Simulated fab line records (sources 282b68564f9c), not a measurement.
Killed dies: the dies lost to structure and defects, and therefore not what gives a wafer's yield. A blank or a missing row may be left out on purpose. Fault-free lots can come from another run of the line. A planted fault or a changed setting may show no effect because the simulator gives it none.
fab line records ; flow ritCmos
[record] lots = 5; wafers = 15; lastDay = 7
route steps=202 shown SDANNEAL@156 PSD@157 NSD@158 PLDD@159 NLDD@160 SILICIDE@161 CONTACT@168 M1@202
lots that met no fault: taken from a fault-free run of the same line
startH: hours from the record's opening day to when the first of the lot's shown wafers began ; waitH: time in hours since the lot's previous step ; " same as the row above ; L1.1+2: a row that stands for several wafers ; - either no value or no given start ; * or withheld: withheld ; < > ~ a bound
route shown NAME@n: a module of which the file shows steps, and the number in the route of the first ; usual: mean and standard deviation over wafers with no fault ; same: alike in all rows ; chamber/n: place in a boat ; sites: per-site readings ; _std_site: the standard deviation of these ; _edge_site: inner sites' mean taken away from outer sites' mean ; radiusMm: how far each site lies from the wafer's centre ; mask NAME#n: copy n ; behind: the last tool/chamber to shape the wafer ; hold: why the lot was held/for how many hours/how that ended ; device: the transistor (n, p or np) that didn't switch ; end of line: tests run on the same wafers once the route is complete ; a step given without rows: its recipe and nothing more ; killed: count of dies lost to structure and defects at first sort (not the wafer's yield) ; map: the dies of a wafer, with x for killed, . for not killed, _ for no die there
set.NAME: the setting the step ran with; set.NAME@STEP: the setting that earlier step ran with ; model.NAME: the simulator's own value behind a step, which no gauge read
lots seen at some steps along the route; tables by step, rows by wafer
services: when a tool's chamber went out of use (startH, in hours from the record's first day, below 0 if earlier), for how many hours, and the reason
[[steps]]
[step RIT_SDANNEAL_RTA_03]
[recipe] tempC = 1050; timeS = 5; idleTempC = 600; rampUpCPerS = 342; rampDownCPerS = 171; coolToC = 600; ambient = N2
[usual] wafer_temp_C_max = 1053.5/1.2
lot.wafer;tool;chamber;startH;waitH;wafer_temp_C_max
L821.2;rtpAnneal-01;0;69.43;0.0;1052.5
L821.3;rtpAnneal-01;0;69.43;0.0;1053.6
L821.5;rtpAnneal-01;0;69.43;0.0;1052.1
L825.1;rtpAnneal-01;0;87.82;0.0;1051.5
L825.2;rtpAnneal-01;0;87.82;0.0;1053.3
L825.6;rtpAnneal-01;0;87.82;0.0;1052.9
L830.4;rtpAnneal-02;0;116.35;0.0;1052.8
L830.5;rtpAnneal-02;0;116.35;0.0;1053.5
L830.6;rtpAnneal-02;0;116.35;0.0;1053.7
L838.3;rtpAnneal-02;0;154.69;0.0;1055.6
L838.5;rtpAnneal-02;0;154.69;0.0;1053.8
L838.6;rtpAnneal-02;0;154.69;0.0;1052.4
L840.1;rtpAnneal-02;0;161.56;0.0;1052.8
L840.5;rtpAnneal-02;0;161.56;0.0;1055.5
L840.6;rtpAnneal-02;0;161.56;0.0;1053.3
[step RIT_SDANNEAL_RS_MEAS_04]
[recipe] thkMeasGauge = four-point-probe
[usual] PSD_RS = 116.0/0.32
lot.wafer;tool;chamber;startH;waitH;PSD_RS[ohm/sq]
L821.2;filmMetro-04;-;69.50;0.1;115.8
L821.3;filmMetro-04;-;69.50;0.1;116.0
L821.5;filmMetro-04;-;69.50;0.1;115.6
L825.1;filmMetro-04;-;87.88;0.0;116.0
L825.2;filmMetro-04;-;87.88;0.0;115.8
L825.6;filmMetro-04;-;87.88;0.0;115.6
L830.4;filmMetro-03;-;116.44;0.1;116.4
L830.5;filmMetro-03;-;116.44;0.1;116.1
L830.6;filmMetro-03;-;116.44;0.1;116.3
L838.3;filmMetro-04;-;154.77;0.1;115.8
L838.5;filmMetro-04;-;154.77;0.1;116.1
L838.6;filmMetro-04;-;154.77;0.1;116.0
L840.1;filmMetro-02;-;161.62;0.0;116.5
L840.5;filmMetro-02;-;161.62;0.0;116.6
L840.6;filmMetro-02;-;161.62;0.0;116.3
[step RIT_SDANNEAL_RS_MEAS_05]
[recipe] thkMeasGauge = four-point-probe
[usual] NSD_RS = 84.6/0.32
lot.wafer;tool;chamber;startH;waitH;NSD_RS[ohm/sq]
L821.2;filmMetro-04;-;69.62;0.1;84.3
L821.3;filmMetro-04;-;69.62;0.1;84.1
L821.5;filmMetro-04;-;69.62;0.1;84.3
L825.1;filmMetro-04;-;88.00;0.1;84.5
L825.2;filmMetro-04;-;88.00;0.1;84.6
L825.6;filmMetro-04;-;88.00;0.1;84.5
L830.4;filmMetro-03;-;116.56;0.1;84.4
L830.5;filmMetro-03;-;116.56;0.1;84.8
L830.6;filmMetro-03;-;116.56;0.1;84.9
L838.3;filmMetro-04;-;154.89;0.1;84.2
L838.5;filmMetro-04;-;154.89;0.1;84.2
L838.6;filmMetro-04;-;154.89;0.1;84.5
L840.1;filmMetro-02;-;161.74;0.1;84.5
L840.5;filmMetro-02;-;161.74;0.1;84.5
L840.6;filmMetro-02;-;161.74;0.1;84.4
[step RIT_SDANNEAL_RS_MEAS_06]
[recipe] thkMeasGauge = four-point-probe
[usual] PLDD_RS = 178.8/0.47
lot.wafer;tool;chamber;startH;waitH;PLDD_RS[ohm/sq]
L821.2;filmMetro-04;-;69.74;0.1;178.8
L821.3;filmMetro-04;-;69.74;0.1;179.0
L821.5;filmMetro-04;-;69.74;0.1;178.7
L825.1;filmMetro-04;-;88.12;0.1;179.0
L825.2;filmMetro-04;-;88.12;0.1;178.9
L825.6;filmMetro-04;-;88.12;0.1;178.8
L830.4;filmMetro-03;-;116.68;0.1;179.6
L830.5;filmMetro-03;-;116.68;0.1;178.9
L830.6;filmMetro-03;-;116.68;0.1;178.7
L838.3;filmMetro-04;-;155.01;0.1;178.5
L838.5;filmMetro-04;-;155.01;0.1;178.6
L838.6;filmMetro-04;-;155.01;0.1;178.3
L840.1;filmMetro-02;-;161.86;0.1;179.6
L840.5;filmMetro-02;-;161.86;0.1;179.3
L840.6;filmMetro-02;-;161.86;0.1;179.4
[step RIT_SDANNEAL_RS_MEAS_07]
[recipe] thkMeasGauge = four-point-probe
[usual] NLDD_RS = 151.7/0.53
lot.wafer;tool;chamber;startH;waitH;NLDD_RS[ohm/sq]
L821.2;filmMetro-04;-;69.86;0.1;152.2
L821.3;filmMetro-04;-;69.86;0.1;151.6
L821.5;filmMetro-04;-;69.86;0.1;151.2
L825.1;filmMetro-04;-;88.24;0.1;151.9
L825.2;filmMetro-04;-;88.24;0.1;151.7
L825.6;filmMetro-04;-;88.24;0.1;151.7
L830.4;filmMetro-03;-;116.80;0.1;151.5
L830.5;filmMetro-03;-;116.80;0.1;151.1
L830.6;filmMetro-03;-;116.80;0.1;151.3
L838.3;filmMetro-04;-;155.13;0.1;151.8
L838.5;filmMetro-04;-;155.13;0.1;151.2
L838.6;filmMetro-04;-;155.13;0.1;151.6
L840.1;filmMetro-02;-;161.98;0.1;152.3
L840.5;filmMetro-02;-;161.98;0.1;152.0
L840.6;filmMetro-02;-;161.98;0.1;151.9
[step RIT_SILICIDE_WET_ETCH_00]
[recipe] chemistry = BOE; target = SiO2; targetDepthNm = 14; timeS = 15; dry = n2Spin; dilution = 10:1; tempC = 21.5
[step RIT_SILICIDE_SPUTTER_01]
[recipe] material = Ti; targetThkNm = 30; powerW = 350; chamberPressurePa = 0.667; gas = Ar; timeS = 240; substrateTempC = 25
[usual] substrateTempC = 25.01/0.09; throttleValvePct = 29.8/1
lot.wafer;tool;chamber;startH;waitH;substrateTempC;throttleValvePct
L821.2;pvdSputter-04;-;69.97;0.0;24.81;30.5
L821.3;pvdSputter-04;-;69.97;0.0;25.00;28.5
L821.5;pvdSputter-04;-;69.97;0.0;25.02;28.6
L825.1;pvdSputter-04;-;88.37;0.0;24.84;29.6
L825.2;pvdSputter-04;-;88.37;0.0;24.95;28.5
L825.6;pvdSputter-04;-;88.37;0.0;24.92;28.9
L830.4;pvdSputter-03;-;116.87;0.0;25.10;28.7
L830.5;pvdSputter-03;-;116.87;0.0;25.02;31.4
L830.6;pvdSputter-03;-;116.87;0.0;25.12;28.6
L838.3;pvdSputter-01;-;155.22;0.0;25.09;29.7
L838.5;pvdSputter-01;-;155.22;0.0;24.81;29.8
L838.6;pvdSputter-01;-;155.22;0.0;24.95;32.1
L840.1;pvdSputter-01;-;162.11;0.0;24.90;29.5
L840.5;pvdSputter-01;-;162.11;0.0;24.96;31.6
L840.6;pvdSputter-01;-;162.11;0.0;24.97;29.7
[step RIT_SILICIDE_RS_MEAS_02]
[recipe] thkMeasGauge = four-point-probe; reads = Ti_of_SILICIDE_SPUTTER_01
[usual] SILICIDE_TI_RS = 47.8/0.72
lot.wafer;tool;chamber;startH;waitH;SILICIDE_TI_RS[ohm/sq]
L821.2;filmMetro-03;-;70.14;0.1;48.4
L821.3;filmMetro-03;-;70.14;0.1;47.0
L821.5;filmMetro-03;-;70.14;0.1;47.3
L825.1;filmMetro-01;-;88.52;0.1;47.4
L825.2;filmMetro-01;-;88.52;0.1;46.9
L825.6;filmMetro-01;-;88.52;0.1;47.8
L830.4;filmMetro-01;-;117.08;0.1;47.8
L830.5;filmMetro-01;-;117.08;0.1;47.4
L830.6;filmMetro-01;-;117.08;0.1;47.6
L838.3;filmMetro-03;-;155.41;0.1;46.6
L838.5;filmMetro-03;-;155.41;0.1;47.2
L838.6;filmMetro-03;-;155.41;0.1;47.7
L840.1;filmMetro-01;-;162.26;0.1;48.2
L840.5;filmMetro-01;-;162.26;0.1;48.1
L840.6;filmMetro-01;-;162.26;0.1;47.3
[step RIT_SILICIDE_THK_MEAS_03]
[recipe] thkMeasGauge = xrf; reads = Ti_of_SILICIDE_SPUTTER_01
[usual] SILICIDE_TI_THK = 30.1/0.39
lot.wafer;tool;chamber;startH;waitH;SILICIDE_TI_THK[nm]
L821.2;filmMetro-03;-;70.25;0.1;29.8
L821.3;filmMetro-03;-;70.25;0.1;30.3
L821.5;filmMetro-03;-;70.25;0.1;30.2
L825.1;filmMetro-01;-;88.64;0.1;30.2
L825.2;filmMetro-01;-;88.64;0.1;30.4
L825.6;filmMetro-01;-;88.64;0.1;30.0
L830.4;filmMetro-01;-;117.17;0.1;30.0
L830.5;filmMetro-01;-;117.17;0.1;30.2
L830.6;filmMetro-01;-;117.17;0.1;29.9
L838.3;filmMetro-03;-;155.51;0.1;30.9
L838.5;filmMetro-03;-;155.51;0.1;30.6
L838.6;filmMetro-03;-;155.51;0.1;30.3
L840.1;filmMetro-01;-;162.38;0.1;29.9
L840.5;filmMetro-01;-;162.38;0.1;30.0
L840.6;filmMetro-01;-;162.38;0.1;30.4
[step RIT_SILICIDE_RTA_04]
[recipe] tempC = 650; timeS = 10; idleTempC = 25; rampUpS = 5; rampDownS = 5; coolToC = 25; ambient = N2
[usual] wafer_temp_C_max = 653.3/0.87
lot.wafer;tool;chamber;startH;waitH;wafer_temp_C_max
L821.2;rtpAnneal-02;0;70.31;0.1;653.9
L821.3;rtpAnneal-02;0;70.31;0.1;653.1
L821.5;rtpAnneal-02;0;70.31;0.1;654.5
L825.1;rtpAnneal-01;0;88.70;0.1;652.7
L825.2;rtpAnneal-01;0;88.70;0.1;652.6
L825.6;rtpAnneal-01;0;88.70;0.1;652.9
L830.4;rtpAnneal-01;0;117.24;0.1;652.8
L830.5;rtpAnneal-01;0;117.24;0.1;652.4
L830.6;rtpAnneal-01;0;117.24;0.1;652.7
L838.3;rtpAnneal-01;0;155.58;0.1;652.2
L838.5;rtpAnneal-01;0;155.58;0.1;652.7
L838.6;rtpAnneal-01;0;155.58;0.1;652.2
L840.1;rtpAnneal-01;0;162.44;0.1;652.4
L840.5;rtpAnneal-01;0;162.44;0.1;653.1
L840.6;rtpAnneal-01;0;162.44;0.1;652.2
[step RIT_SILICIDE_WET_ETCH_05]
[recipe] chemistry = SPM; target = Ti; tempC = 90; timeS = 120; dry = n2Spin
[step RIT_SILICIDE_RTA_06]
[recipe] tempC = 750; timeS = 10; idleTempC = 25; rampUpS = 5; rampDownS = 10; coolToC = 25; ambient = N2
[usual] wafer_temp_C_max = 753.8/1.1
lot.wafer;tool;chamber;startH;waitH;wafer_temp_C_max
L821.2;rtpAnneal-01;0;70.42;0.0;753.5
L821.3;rtpAnneal-01;0;70.42;0.0;754.6
L821.5;rtpAnneal-01;0;70.42;0.0;752.6
L825.1;rtpAnneal-01;0;88.81;0.0;752.7
L825.2;rtpAnneal-01;0;88.81;0.0;753.2
L825.6;rtpAnneal-01;0;88.81;0.0;753.1
L830.4;rtpAnneal-02;0;117.34;0.0;753.7
L830.5;rtpAnneal-02;0;117.34;0.0;755.3
L830.6;rtpAnneal-02;0;117.34;0.0;754.3
L838.3;rtpAnneal-02;0;155.68;0.0;756.1
L838.5;rtpAnneal-02;0;155.68;0.0;754.9
L838.6;rtpAnneal-02;0;155.68;0.0;755.6
L840.1;rtpAnneal-02;0;162.56;0.0;753.3
L840.5;rtpAnneal-02;0;162.56;0.0;753.3
L840.6;rtpAnneal-02;0;162.56;0.0;755.2
[step RIT_CONTACT_CVD_00]
[recipe] material = SiO2; targetThkNm = 400; precursor = TEOS; tempC = 390; timeS = 61; rfW = 400
[usual] heaterPowerW = 310/32; rfFwdPowerW = 397.1/1.5
lot.wafer;tool;chamber;startH;waitH;heaterPowerW;rfFwdPowerW;model.SiO2_of_CONTACT_CVD_00.thkNm
L821.2;pecvd-02;1;70.48;0.0;270;397.5;396.9
L821.3;pecvd-02;2;70.48;0.0;276;396.9;394.2
L821.5;pecvd-02;2;70.48;0.0;290;396.2;394.3
L825.1;pecvd-01;1;88.88;0.1;314;397.2;397.4
L825.2;pecvd-01;0;88.88;0.1;354;395.5;391.6
L825.6;pecvd-01;2;88.88;0.1;344;398.4;400.8
L830.4;pecvd-02;2;117.40;0.0;303;397.0;403.8
L830.5;pecvd-02;0;117.40;0.0;271;396.2;547.9
L830.6;pecvd-02;1;117.40;0.0;328;397.1;406.8
L838.3;pecvd-03;2;155.73;0.0;286;400.3;411.9
L838.5;pecvd-03;2;155.73;0.0;308;399.2;413.2
L838.6;pecvd-03;1;155.73;0.0;336;399.5;416.9
L840.1;pecvd-01;0;162.62;0.1;349;396.3;397.7
L840.5;pecvd-01;2;162.62;0.1;337;399.7;404.5
L840.6;pecvd-01;0;162.62;0.1;275;395.6;408
[step RIT_CONTACT_THK_MEAS_01]
[recipe] reads = SiO2_of_CONTACT_CVD_00
[usual] CONTACT_TEOS_THK = 403/6.3
lot.wafer;tool;chamber;startH;waitH;CONTACT_TEOS_THK[nm]
L821.2;filmMetro-02;-;70.54;0.0;397
L821.3;filmMetro-02;-;70.54;0.0;394
L821.5;filmMetro-02;-;70.54;0.0;394
L825.1;filmMetro-01;-;88.93;0.0;398
L825.2;filmMetro-01;-;88.93;0.0;392
L825.6;filmMetro-01;-;88.93;0.0;401
L830.4;filmMetro-04;-;117.46;0.0;403
L830.5;filmMetro-04;-;117.46;0.0;548
L830.6;filmMetro-04;-;117.46;0.0;407
L838.3;filmMetro-01;-;155.80;0.0;412
L838.5;filmMetro-01;-;155.80;0.0;413
L838.6;filmMetro-01;-;155.80;0.0;417
L840.1;filmMetro-02;-;162.70;0.1;398
L840.5;filmMetro-02;-;162.70;0.1;404
L840.6;filmMetro-02;-;162.70;0.1;408
[step RIT_CONTACT_HMDS_02]
[recipe] primeTimeS = 60; primeTempC = 140
[step RIT_CONTACT_COAT_03]
[recipe] resist = NOVOLAK; spinRpm = 3250; resistThkNm = 1000
[step RIT_CONTACT_SOFTBAKE_04]
[recipe] resist = NOVOLAK; tempC = 90; timeS = 60
[step RIT_CONTACT_EXPOSE_05]
[recipe] maskId = M11; na = 0.6; sourceShape = conventional; sigmaOuter = 0.5; targetCdNm = 1000; doseMj = 250
[step RIT_CONTACT_PEB_06]
[recipe] resist = NOVOLAK; tempC = withheld; timeS = withheld
[step RIT_CONTACT_DEVELOP_07]
[recipe] resist = NOVOLAK; developTimeS = 120; devTempC = 23
[step RIT_CONTACT_CD_MEAS_08]
[recipe] targetCdNm = 1000
[usual] cdNm = 1000.4/2.6
lot.wafer;tool;chamber;startH;waitH;cdNm
L821.2;cdSem-01;-;71.70;-;996.1
L821.3;cdSem-01;-;71.70;-;995.6
L821.5;cdSem-01;-;71.70;-;995.2
L825.1;cdSem-01;-;90.08;-;998.5
L825.2;cdSem-01;-;90.08;-;1001.1
L825.6;cdSem-01;-;90.08;-;1000.1
L830.4;cdSem-01;-;118.94;-;999.4
L830.5;cdSem-01;-;118.94;-;1000.8
L830.6;cdSem-01;-;118.94;-;998.9
L838.3;cdSem-01;-;156.85;-;997.8
L838.5;cdSem-01;-;156.85;-;999.6
L838.6;cdSem-01;-;156.85;-;998.1
L840.1;cdSem-01;-;163.85;-;1001.5
L840.5;cdSem-01;-;163.85;-;1004.1
L840.6;cdSem-01;-;163.85;-;1002.1
[step RIT_CONTACT_OVL_MEAS_09]
[usual] CONTACT_OVL = -0.4/1.6
lot.wafer;tool;chamber;startH;waitH;CONTACT_OVL[nm]
L821.2;overlay-02;-;71.81;0.1;0.5
L821.3;overlay-02;-;71.81;0.1;0.0
L821.5;overlay-02;-;71.81;0.1;1.2
L825.1;overlay-01;-;90.20;0.1;-0.2
L825.2;overlay-01;-;90.20;0.1;-0.6
L825.6;overlay-01;-;90.20;0.1;-0.2
L830.4;overlay-01;-;119.01;0.1;-0.4
L830.5;overlay-01;-;119.01;0.1;0.4
L830.6;overlay-01;-;119.01;0.1;0.9
L838.3;overlay-02;-;156.94;0.1;-2.7
L838.5;overlay-02;-;156.94;0.1;-1.2
L838.6;overlay-02;-;156.94;0.1;-0.7
L840.1;overlay-01;-;163.97;0.1;4.1
L840.5;overlay-01;-;163.97;0.1;3.1
L840.6;overlay-01;-;163.97;0.1;1.4
[step RIT_CONTACT_HARDBAKE_10]
[recipe] resist = NOVOLAK; tempC = 140; timeS = 60
[step RIT_CONTACT_ETCH_11]
[recipe] targetDepthA = 4800; overEtchFrac = 0.2; stopOn = TiSi2; chemistry = CHF3/CF4/Ar; target = SiO2; CHF3_flow_sccm = 50; cf4FlowSccm = 10; Ar_flow_sccm = 100; O2_flow_sccm = 5; pressureMtorr = 100; rfW = 200; timeS = 320
[usual] drypumpMotorCurrentA = 5.7/0.34; oesProductAu = 0.987/0.011; rfFwdPowerW = 199.7/0.66; throttleValvePct = 8.90/0.13
lot.wafer;tool;chamber;startH;waitH;drypumpMotorCurrentA;oesProductAu;rfFwdPowerW;rfHoursCounterH;throttleValvePct;model.CONTACT.featureDepthNm;model.etch.depthNm
L821.2;rieDiel-01;2;71.99;0.1;5.5;0.985;200.1;110;8.97;396.9;396.9
L821.3;rieDiel-01;3;71.99;0.1;5.9;0.973;199.7;3;8.91;394.2;394.2
L821.5;rieDiel-01;0;71.99;0.1;5.8;0.991;199.8;-;8.88;394.3;394.3
L825.1;rieDiel-03;3;90.39;0.1;6.0;0.989;199.9;77;8.96;397.4;397.4
L825.2;rieDiel-03;0;90.39;0.1;5.8;0.986;200.3;4;8.65;391.6;391.6
L825.6;rieDiel-03;3;90.39;0.1;6.0;0.991;199.5;-;8.97;400.8;400.8
L830.4;rieDiel-01;0;119.28;0.1;5.8;0.994;199.1;-;8.87;403.8;403.8
L830.5;rieDiel-01;2;119.28;0.1;5.6;0.998;199.7;-;8.98;486.4;486.4
L830.6;rieDiel-01;1;119.28;0.1;5.2;0.988;198.7;-;8.93;406.8;406.8
L838.3;rieDiel-03;3;157.11;0.1;5.9;0.994;200.0;79;8.98;411.9;411.9
L838.5;rieDiel-03;3;157.11;0.1;6.0;0.987;199.4;-;8.98;413.2;413.2
L838.6;rieDiel-03;0;157.11;0.1;5.7;0.991;199.7;-;8.64;416.9;416.9
L840.1;rieDiel-01;0;164.16;0.1;5.8;0.988;199.9;129;8.88;397.7;397.7
L840.5;rieDiel-01;3;164.16;0.1;5.9;0.968;199.7;-;8.91;404.5;404.5
L840.6;rieDiel-01;0;164.16;0.1;5.8;0.988;200.6;-;8.87;408;408
[step RIT_CONTACT_STRIP_12]
[recipe] chemistry = O2; timeS = 180; resist = NOVOLAK; platenTempC = withheld; powerW = 500; pressureMtorr = 4000; o2FlowSccm = 4000
[usual] drypumpMotorCurrentA = 5.5/0.5; rfReflPowerW = 6.3/1.5
lot.wafer;tool;chamber;startH;waitH;drypumpMotorCurrentA;rfHoursCounterH;rfReflPowerW
L821.2;plasmaAsher-04;1;72.18;0.1;6.0;28;8.2
L821.3;plasmaAsher-04;0;72.18;0.1;5.5;-;5.0
L821.5;plasmaAsher-04;1;72.18;0.1;6.0;-;8.6
L825.1;plasmaAsher-03;1;90.58;0.1;5.5;44;8.9
L825.2;plasmaAsher-03;0;90.58;0.1;5.7;44;5.9
L825.6;plasmaAsher-03;1;90.58;0.1;5.5;-;8.7
L830.4;plasmaAsher-01;0;119.44;0.1;4.6;-;5.1
L830.5;plasmaAsher-01;0;119.44;0.1;4.7;-;5.1
L830.6;plasmaAsher-01;1;119.44;0.1;6.0;-;5.5
L838.3;plasmaAsher-04;1;157.37;0.2;6.0;-;8.7
L838.5;plasmaAsher-04;0;157.37;0.2;5.5;-;4.8
L838.6;plasmaAsher-04;1;157.37;0.2;6.1;-;8.8
L840.1;plasmaAsher-03;0;164.35;0.1;5.7;48;6.0
L840.5;plasmaAsher-03;0;164.35;0.1;5.7;-;5.8
L840.6;plasmaAsher-03;1;164.35;0.1;5.5;-;8.7
[step RIT_CONTACT_CD_MEAS_90]
[recipe] targetCdNm = 1000
[usual] cdNm = 1000.3/2.5
lot.wafer;tool;chamber;startH;waitH;cdNm
L821.2;cdSem-01;-;72.38;0.1;996.1
L821.3;cdSem-01;-;72.38;0.1;995.2
L821.5;cdSem-01;-;72.38;0.1;995.1
L825.1;cdSem-02;-;90.76;0.1;998.6
L825.2;cdSem-02;-;90.76;0.1;1001.0
L825.6;cdSem-02;-;90.76;0.1;999.9
L830.4;cdSem-02;-;119.61;0.1;998.7
L830.5;cdSem-02;-;119.61;0.1;1001.2
L830.6;cdSem-02;-;119.61;0.1;999.0
L838.3;cdSem-02;-;157.52;0.1;997.8
L838.5;cdSem-02;-;157.52;0.1;999.7
L838.6;cdSem-02;-;157.52;0.1;998.1
L840.1;cdSem-02;-;164.53;0.1;1000.5
L840.5;cdSem-02;-;164.53;0.1;1003.5
L840.6;cdSem-02;-;164.53;0.1;1000.9
[step RIT_CONTACT_CLEAN_13]
[recipe] chemistry = SC1; mix = 3:3:50; timeS = 600; tempC = 75
lot.wafer;tool;chamber;startH;waitH;model.SiO2_of_CONTACT_CVD_00.thkNm
L821.2;wetBench-04;1;72.48;0.1;392.6
L821.3+5;wetBench-04;1;72.48;0.1;390
L825.1;wetBench-01;0;90.88;0.1;393.3
L825.2;wetBench-01;0;90.88;0.1;387.5
L825.6;wetBench-01;0;90.88;0.1;396.7
L830.4;wetBench-04;3;119.67;0.0;399.7
L830.5;wetBench-04;3;119.67;0.0;543.8
L830.6;wetBench-04;3;119.67;0.0;402.8
L838.3;wetBench-02;2;157.60;0.1;407.7
L838.5;wetBench-02;2;157.60;0.1;409.1
L838.6;wetBench-02;2;157.60;0.1;412.7
L840.1;wetBench-04;1;164.65;0.1;393.6
L840.5;wetBench-04;1;164.65;0.1;400.3
L840.6;wetBench-04;1;164.65;0.1;403.9
[step RIT_CONTACT_CLEAN_14]
[recipe] chemistry = SC2; mix = 3:3:50; timeS = 600; tempC = 75; dry = n2Spin
[step RIT_M1_PROBE_99]
[usual] killedAtContacts = 0.1/0.34; killedAtFrontEnd = 7.0/2.9; killedDies = 7.2/2.9; killedOnRim = 2.1/1.4; killedOpen = 3.6/1.9; killedShort = 3.5/2.1
[same] grossDies = 264; killed_at_M0_to_M3 = 0; killed_at_M4_up = 0; killedAtBackSide = 0; killedAtOther = 0
lot.wafer;tool;chamber;startH;waitH;killedAtContacts;killedAtFrontEnd;killedDies;killedOnRim;killedOpen;killedShort
L821.2;prober-01;-;77.05;0.1;0;5;5;1;3;1
L821.3;prober-01;-;77.10;0.2;0;3;3;1;2;1
L821.5;prober-01;-;77.20;0.2;0;11;11;2;4;7
L825.1;prober-02;-;95.38;0.1;0;6;6;0;4;2
L825.2;prober-02;-;95.43;0.1;0;11;11;4;7;4
L825.6;prober-02;-;95.63;0.2;0;2;2;0;0;2
L830.4;prober-01;-;124.36;0.2;0;9;9;5;7;2
L830.5;prober-01;-;124.41;0.2;256;8;264;70;8;1
L830.6;prober-01;-;124.46;0.2;0;3;3;0;0;3
L838.3;prober-01;-;162.26;0.2;0;5;5;2;2;3
L838.5;prober-01;-;162.36;0.2;1;4;5;1;2;3
L838.6;prober-01;-;162.41;0.2;0;7;7;2;4;3
L840.1;prober-01;-;169.36;0.1;0;9;9;4;7;2
L840.5;prober-01;-;169.56;0.2;0;7;7;2;4;3
L840.6;prober-01;-;169.61;0.2;1;7;8;3;4;3
// killed by level:class
L821.2 GATE:geometricParticle:open=1 REOX:geometricParticle:open=1 SPACER:geometricParticle:open=1 SPACER:geometricParticle:short=1 PLDD:coatMicrobubblePrinted=1
L821.3 FOX2:geometricParticle:open=1 SPACER:geometricParticle:short=1 SILICIDE:geometricParticle:open=1
L821.5 SPACER:geometricParticle:open=3 FOX1:geometricParticle:short=2 SPACER:geometricParticle:short=2 GATE:geometricParticle:short=1 REOX:geometricParticle:short=1 SILICIDE:geometricParticle:short=1 SILICIDE:geometricParticle:open=1
L825.1 SPACER:geometricParticle:open=3 GATE:geometricParticle:short=1 GATE:geometricParticle:open=1 SPACER:geometricParticle:short=1
L825.2 GATE:geometricParticle:short=3 REOX:geometricParticle:open=2 SPACER:geometricParticle:open=2 FOX1:geometricParticle:open=1 FOX1:geometricParticle:short=1 FOX2:geometricParticle:open=1 GATE:geometricParticle:open=1
L825.6 FOX1:geometricParticle:short=1 SPACER:geometricParticle:short=1
L830.4 GATE:geometricParticle:open=2 ACTIVE:geometricParticle:open=1 FOX1:geometricParticle:open=1 FOX1:geometricParticle:short=1 REOX:geometricParticle:short=1 REOX:geometricParticle:open=1 SPACER:geometricParticle:open=1 SILICIDE:geometricParticle:open=1
L830.5 CONTACT:areaEtch=255 SPACER:geometricParticle:open=3 FOX1:geometricParticle:open=2 GATE:geometricParticle:open=1 REOX:geometricParticle:short=1 SILICIDE:geometricParticle:open=1 CONTACT:geometricParticle:open=1
L830.6 GATE:geometricParticle:short=3
L838.3 REOX:geometricParticle:open=2 FOX2:geometricParticle:short=1 SPACER:geometricParticle:short=1 SILICIDE:geometricParticle:short=1
L838.5 GATE:geometricParticle:short=1 REOX:geometricParticle:open=1 SPACER:geometricParticle:open=1 SILICIDE:geometricParticle:short=1 CONTACT:geometricParticle:short=1
L838.6 GATE:geometricParticle:short=2 GATE:geometricParticle:open=2 FOX1:geometricParticle:open=1 SPACER:geometricParticle:short=1 SPACER:geometricParticle:open=1
L840.1 SILICIDE:geometricParticle:open=3 GATE:geometricParticle:open=2 GATE:geometricParticle:short=1 REOX:geometricParticle:open=1 SPACER:geometricParticle:short=1 SPACER:geometricParticle:open=1
L840.5 SILICIDE:geometricParticle:short=2 SILICIDE:geometricParticle:open=2 FOX1:geometricParticle:open=1 FOX2:geometricParticle:open=1 FOX2:geometricParticle:short=1
L840.6 GATE:geometricParticle:short=2 FOX1:geometricParticle:open=1 GATE:geometricParticle:open=1 SILICIDE:geometricParticle:short=1 SILICIDE:geometricParticle:open=1 CONTACT:geometricParticle:open=1 NWELL:coatMicrobubblePrinted=1
// map L830.5 (x killed, . not)
________xxxxxxx_______
_____xxxxxxxxxxxxx____
____xxxxxxxxxxxxxxx___
___xxxxxxxxxxxxxxxxx__
__xxxxxxxxxxxxxxxxxxx_
__xxxxxxxxxxxxxxxxxxx_
_xxxxxxxxxxxxxxxxxxxxx
_xxxxxxxxxxxxxxxxxxxxx
_xxxxxxxxxxxxxxxxxxxxx
_xxxxxxxxxxxxxxxxxxxxx
__xxxxxxxxxxxxxxxxxxx_
__xxxxxxxxxxxxxxxxxxx_
___xxxxxxxxxxxxxxxxx__
____xxxxxxxxxxxxxxx___
_____xxxxxxxxxxxxx____
________xxxxxxx_______
// map L821.5 (x killed, . not)
________......._______
_____....x........____
____.x..x..........___
___.................__
__..................._
__...........x......._
_...........x.........
_.......x..........xx.
_.........x...........
_...x.................
__..................._
__..................._
___.................__
____...............___
_____..........x..____
________......._______
[[services]]
tool;chamber;startH;hours;kind
pecvd-02;-;46.44;6.0;pm
rieDiel-03;1;78.86;3.4;repair
pecvd-03;0;83.72;1.8;repair
pecvd-02;-;86.01;2.8;pm
rtpAnneal-02;-;88.40;3.3;pm
pecvd-03;0;97.82;2.4;repair
plasmaAsher-03;-;107.97;28.1;pm
pecvd-03;0;110.66;4.9;repair
rieDiel-03;-;111.41;2.3;repair
rieDiel-01;-;113.99;4.3;pm
rieDiel-01;3;118.36;18.3;repair
plasmaAsher-03;-;136.07;14.6;pm
plasmaAsher-04;-;138.04;2.8;pm
pvdSputter-03;-;154.45;1.4;repair
pecvd-01;1;157.71;11.7;repair
plasmaAsher-03;-;162.26;1.3;repair
rieDiel-03;0;162.73;1.2;repair
[[key]]
[firstSign] step = RIT_CONTACT_THK_MEAS_01; reading = CONTACT_TEOS_THK; direction = up; sigmas = 23; usual = 403; struck = 548
[effect] step = RIT_M1_PROBE_99; reading = killedAtContacts; direction = up; sigmas = 99+; usual = 0.1; struck = 256
[modelEffect] step = RIT_CONTACT_CVD_00; value = SiO2_of_CONTACT_CVD_00.thkNm; without = 407; struck = 547.9
[modelEffect] step = RIT_CONTACT_ETCH_11; value = CONTACT.featureDepthNm; without = 407; struck = 486.4
[modelEffect] step = RIT_CONTACT_CLEAN_13; value = SiO2_of_CONTACT_CVD_00.thkNm; without = 402.9; struck = 543.8
[moreKillsBornAt] RIT_CONTACT_ETCH_11@rieDiel-01 = 255
metAt RIT_CONTACT_CVD_00
struckWafers L830.5
laterRowsLeftOut L830.5
testerLeftOut L830
[fault] kind = processParameterDrift; tool = pecvd-02; chamber = 0; onsetH = 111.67; steps = RIT_CONTACT_CVD_00; channel = targetThkNm; offset = 139.84; shape = step; endH = 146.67; stated = 400
// testerLeftOut: of these lots the tester's yield and bins aren't shown, on N5 and GAA mostly nor the transistor test; their killed dies are dies lost to structure and defects alone, not to doping, threshold or leakage, so they don't give the yield
// laterRowsLeftOut: the simulator's readings of these wafers behind a module that went badly wrong aren't trusted and aren't shown, but for the sort
